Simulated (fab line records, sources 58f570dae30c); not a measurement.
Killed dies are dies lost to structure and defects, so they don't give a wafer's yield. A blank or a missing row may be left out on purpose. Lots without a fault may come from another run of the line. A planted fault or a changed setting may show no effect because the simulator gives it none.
A struck lot beside a sound one | flow berkeley_cmos170 | 16 steps out of a route of 331
Sound: wafers L154.2, L154.4, L154.6. Struck: wafers L166.1, L166.3, L166.6. The cause comes at the end.
At each step with rows: each side's tool, then ch and its chambers, then its first start. Under that, the readings that differ: sound wafers | struck wafers | difference of the means | sigmas: that difference in standard deviations of wafers without a fault.
alike: readings whose means differ by less than 2 such deviations, and words and numbers that are the same on both sides. not compared: withheld readings, readings that some wafer has no value for, bounds like >300 that may hide the same value, and numbers for which the record gives no deviation and whose values overlap.
The two part at a step that has a row with sigmas, a row that says differs or no value, or rows on one side only. Numbers that don't overlap but have no deviation are shown without sigmas and don't part them. A reading that every wafer of one side lacks parts them only if that side has two wafers or more.

UCB170_ACTIVE_OVL_MEAS_14:
  sound on overlay-01, day 4 18:56; struck on overlay-02, day 8 03:27
  alike: ACTIVE_OVL
UCB170_ACTIVE_ETCH_15: etches Si3N4 in CH3F/Ar/O2, stops on SiO2, target depth 242 nm, time 151 s.
  sound on rie_diel-01 ch 0,1, day 4 18:58; struck on rie_diel-03 ch 0,1,3, day 8 03:29
  alike: drypump_motor_current_A, oes_product_au, throttle_valve_pct
  not compared: rf_hours_counter_h
UCB170_ACTIVE_STRIP_16: strips in O2.
  sound on plasma_asher-04 ch 0,1, day 4 19:04; struck on plasma_asher-02 ch 0,1, day 8 03:35
  reading                      | sound             | struck            | difference | sigmas
  strip_time_to_endpoint_s (s) | 17.94 17.94 17.97 | 18.17 18.09 18.04 | +0.15      | +2
  alike: drypump_motor_current_A, oes_product_au
  not compared: rf_hours_counter_h
UCB170_ACTIVE_CD_MEAS_90: target cd 1200 nm.
  sound on cd_sem-02, day 4 19:11; struck on cd_sem-01, day 8 03:42
  alike: cd_nm
then, 7 steps without rows for these wafers: UCB170_ACTIVE_CLEAN_17 (cleans in SPM, time 600 s); UCB170_PFIELD_HMDS_00 (prime time 60 s); UCB170_PFIELD_COAT_01 (resist thk 900 nm); UCB170_PFIELD_SOFTBAKE_02 (time 60 s); UCB170_PFIELD_EXPOSE_03 (exposes mask PFIELD, target cd 1500 nm); UCB170_PFIELD_PEB_04; UCB170_PFIELD_DEVELOP_05 (develop time 45 s).
UCB170_PFIELD_OVL_MEAS_06:
  sound on overlay-02, day 4 22:05; struck on overlay-02, day 8 06:44
  alike: PFIELD_OVL
UCB170_PFIELD_IMPLANT_07:
  sound on implanter-01 ch 0, day 4 22:08; struck on implanter-02 ch 0, day 8 07:05
  alike: beam_energy_keV
UCB170_PFIELD_STRIP_08: strips in O2.
  sound on plasma_asher-02 ch 0,1, day 4 22:16; struck on plasma_asher-04 ch 0,1, day 8 07:14
  reading                      | sound             | struck            | difference | sigmas
  strip_time_to_endpoint_s (s) | 21.80 21.79 21.81 | 21.63 21.55 21.60 | -0.21      | -3
  alike: drypump_motor_current_A, oes_product_au
  not compared: rf_hours_counter_h
UCB170_PFIELD_TW_MEAS_09:
  sound on film_metro-03, day 4 22:23; struck on film_metro-01, day 8 07:34
  reading   | sound       | struck      | difference | sigmas
  PFIELD_TW | 604 605 603 | 742 747 747 | +141       | +47
UCB170_M3_PROBE_99:
  the record has rows for the sound wafers here (prober-02, day 8 14:53) and none for the struck ones

WHERE THEY PART
First at UCB170_ACTIVE_STRIP_16; last, within this record, at UCB170_M3_PROBE_99.

WHY: what the simulator had put in
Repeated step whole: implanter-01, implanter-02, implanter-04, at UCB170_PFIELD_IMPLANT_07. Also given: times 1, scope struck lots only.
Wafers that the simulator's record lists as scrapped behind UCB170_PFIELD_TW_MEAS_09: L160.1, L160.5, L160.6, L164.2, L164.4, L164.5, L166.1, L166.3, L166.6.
